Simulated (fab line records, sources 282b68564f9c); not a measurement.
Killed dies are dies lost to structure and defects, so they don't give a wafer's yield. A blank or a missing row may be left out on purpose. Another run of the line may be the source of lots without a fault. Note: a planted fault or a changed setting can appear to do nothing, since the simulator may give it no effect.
A struck lot beside a sound one    flow rit-cmos    15 steps out of a route of 202
Sound: the wafers L869.3, L869.4, L869.5. Struck: wafers L877.2, L877.5, L877.6. The cause comes at the end.
At each step with rows: each side's tool, then ch and its chambers, then its first start. Under that, the readings that differ: sound wafers    struck wafers    difference of the means    sigmas: that difference in standard deviations of wafers without a fault.
alike: readings with means less than 2 such deviations apart, plus words and numbers identical on both sides. not compared: withheld readings, readings lacking a value on some wafer, bounds such as >300 that could conceal the same value, and numbers that have no deviation in the record and whose values overlap.
A row with sigmas, a row that says differs or no value, or rows on one side alone: a step with any of these is where the two part. Numbers that don't overlap but have no deviation are shown without sigmas and don't part them. Lack of a reading on every wafer of one side parts them only where that side has two or more wafers.

first, 4 steps without rows for these wafers: RIT_NWELL_SOFTBAKE_02 (time 60 s); RIT_NWELL_EXPOSE_03 (exposes mask M2, target cd 43900 nm); RIT_NWELL_PEB_04; RIT_NWELL_DEVELOP_05 (develop time 68 s).
RIT_NWELL_OVL_MEAS_06:
  struck on overlay-01, day 4 03:26; sound on overlay-01, day 2 12:09
  alike: NWELL_OVL
then, 2 steps without rows for these wafers: RIT_NWELL_HARDBAKE_07 (time 120 s); RIT_NWELL_IMPLANT_08.
RIT_NWELL_STRIP_09: strips in O2, time 180 s.
  sound on plasma-asher-04 ch 0,1, day 2 12:38; struck on plasma-asher-04 ch 0,1, day 4 03:52
  alike: drypump-motor-current-A, rf-refl-power-W
  not compared: rf-hours-counter-h
RIT_NWELL_TW_MEAS_10:
  struck on film-metro-01, day 4 04:03; sound on film-metro-01, day 2 12:46
  alike: NWELL_TW
then, 3 steps without rows for these wafers: RIT_PWELL_HMDS_00 (prime time 60 s); RIT_PWELL_COAT_01 (resist thk 1300 nm); RIT_PWELL_SOFTBAKE_02 (time 60 s).
RIT_PWELL_EXPOSE_03: exposes mask M3, target cd 43700 nm.
  sound on iline-stepper-02 ch 0, day 2 13:25; struck on iline-stepper-02 ch 0, day 4 04:34
reading  sound           struck                   difference  sigmas
mask     M3#0 M3#0 M3#0  M3_R1#0 M3_R1#0 M3_R1#0  differs     
  alike: exposure-dose-mJ-cm2
after that, 1 step had no rows for these wafers: RIT_PWELL_PEB_04.
RIT_M1_PROBE_99:
  struck on prober-02, day 5 20:22; sound on prober-01, day 4 02:22
reading                                  sound              struck             difference  sigmas
model.etest.well-edge-right.line-ohm-um  184.7 181.6 183.1  170.8 172.4 170.9  -11.8       
model.etest.well-edge-left.line-ohm-um   183.1 182.9 184    172.1 170.7 170.3  -12.3       
  alike: killed-at-front-end, killed-dies, killed-open, killed-short
  not compared: model.etest.iso-nwell-nwell.bv-v

## WHERE THEY PART
At RIT_PWELL_EXPOSE_03 and nowhere else, as far as this record goes. Later steps at which nothing parts them and some readings are alike: RIT_M1_PROBE_99.

WHY: what had been put in by the simulator
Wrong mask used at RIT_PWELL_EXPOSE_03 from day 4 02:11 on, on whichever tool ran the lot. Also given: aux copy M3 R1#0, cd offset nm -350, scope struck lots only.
